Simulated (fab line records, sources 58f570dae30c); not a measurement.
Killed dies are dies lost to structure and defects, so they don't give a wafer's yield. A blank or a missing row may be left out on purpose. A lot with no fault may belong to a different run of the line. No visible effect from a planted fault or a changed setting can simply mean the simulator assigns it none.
One fault seen from 2 desks || flow berkeley-cmos170 || only its own numbers are on each desk; what lay behind them is given at the end

## AT THE METROLOGY DESK
What the gauges read, lot by lot, whatever tool the lot ran on: means of the sampled wafers that have a number. If a lot's mean is further than 4 standard deviations from the usual mean, the lot is out of limits and carries the mark OUT (the distance appears in the brackets).
Columns: A = INCOMING_BOW at UCB170_START_BOW_MEAS_00, usual 1 um; B = cd-nm at UCB170_ACTIVE_CD_MEAS_13, usual 1199.5 nm; C = V2_TEOS_THK at UCB170_V2_THK_MEAS_01, usual 1995 nm; D = M3_BOW at UCB170_M3_BOW_MEAS_20, usual 36 um
{"lot": "L670", "first seen here": "day 1 15:01", "A": 1, "B": 1198.5, "C": 2007, "D": 37}
{"lot": "L671", "first seen here": "day 1 20:02", "A": 3, "B": 1202.0, "C": 1987, "D": 37}
{"lot": "L672", "first seen here": "day 2 01:00", "A": 2, "B": 1200.1, "C": 1965, "D": 37}
{"lot": "L673", "first seen here": "day 2 06:01", "A": 3, "B": 1200.8, "C": 1986, "D": 40}
{"lot": "L675", "first seen here": "day 2 16:00", "A": -3, "B": 1199.6, "C": 1990, "D": 34}
{"lot": "L676", "first seen here": "day 2 21:01", "A": -6, "B": 1198.1, "C": 1977, "D": 26}
{"lot": "L677", "first seen here": "day 3 02:02", "A": 3, "B": 1198.9, "C": 1978, "D": 34}
{"lot": "L678", "first seen here": "day 3 07:00", "A": 6, "B": 1200.3, "C": 1990, "D": 47}
{"lot": "L681", "first seen here": "day 3 22:01", "A": -4, "B": 1197.9, "C": 1996, "D": 33}
{"lot": "L682", "first seen here": "day 4 03:00", "A": 5, "B": 1199.4, "C": 1988, "D": 40}
{"lot": "L683", "first seen here": "day 4 08:00", "A": -5, "B": 1199.1, "C": 1873, "D": 34}
{"lot": "L686", "first seen here": "day 4 23:00", "A": 1, "B": 1199.6, "C": "1820 (-5.2) OUT", "D": 36}
{"lot": "L687", "first seen here": "day 5 04:00", "A": 7, "B": 1198.4, "C": 2038, "D": 39}
{"lot": "L692", "first seen here": "day 6 05:00", "A": -4, "B": 1200.8, "C": 1968, "D": 36}
This desk reports L686 out of limits; the earliest was L686 at day 12 23:29 (V2_TEOS_THK at UCB170_V2_THK_MEAS_01). L670, L671, L672, L673, L675, L676, L677, L678, L681, L682, L683, L687, L692 stayed within limits.

## AT THE TOOL OWNER'S DESK: pecvd-01
The tool's own readings at UCB170_V2_CVD_00 (deposits SiO2 from TEOS/O2, target thk 2000 nm, time 250 s): means of the sampled wafers that have a number, for each lot that ran on this tool. If a lot's mean is further than 4 standard deviations from the usual mean, the lot is out of limits and carries the mark OUT (the distance appears in the brackets).
Columns: A = heater-power-w at UCB170_V2_CVD_00, usual 267 W
{"lot": "L671", "first seen here": "day 9 02:24", "A": 231}
{"lot": "L673", "first seen here": "day 9 11:58", "A": 352}
{"lot": "L672", "first seen here": "day 9 14:58", "A": 306}
{"lot": "L675", "first seen here": "day 9 22:38", "A": 308}
{"lot": "L678", "first seen here": "day 10 12:47", "A": 338}
{"lot": "L682", "first seen here": "day 11 04:28", "A": 291}
{"lot": "L683", "first seen here": "day 12 03:05", "A": 241}
{"lot": "L686", "first seen here": "day 12 23:20", "A": 266}
This desk's finding: nothing out of limits on any of the 8 lots.

## BROUGHT TOGETHER
L686 would have let the metrology desk raise an alarm at day 12 23:29.
The tool owner's desk saw nothing out of limits.
On record at the tool owner's desk: L686, within its limits.
The lots listed all ran UCB170_V2_CVD_00 on pecvd-01.

## WHAT THE SIMULATOR HAD INSERTED
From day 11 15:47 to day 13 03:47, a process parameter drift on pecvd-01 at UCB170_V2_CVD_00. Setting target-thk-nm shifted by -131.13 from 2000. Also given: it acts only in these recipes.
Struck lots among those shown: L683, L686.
Time in hours between the start of the fault and the first out-of-limits reading at each desk: metrology desk, 32.
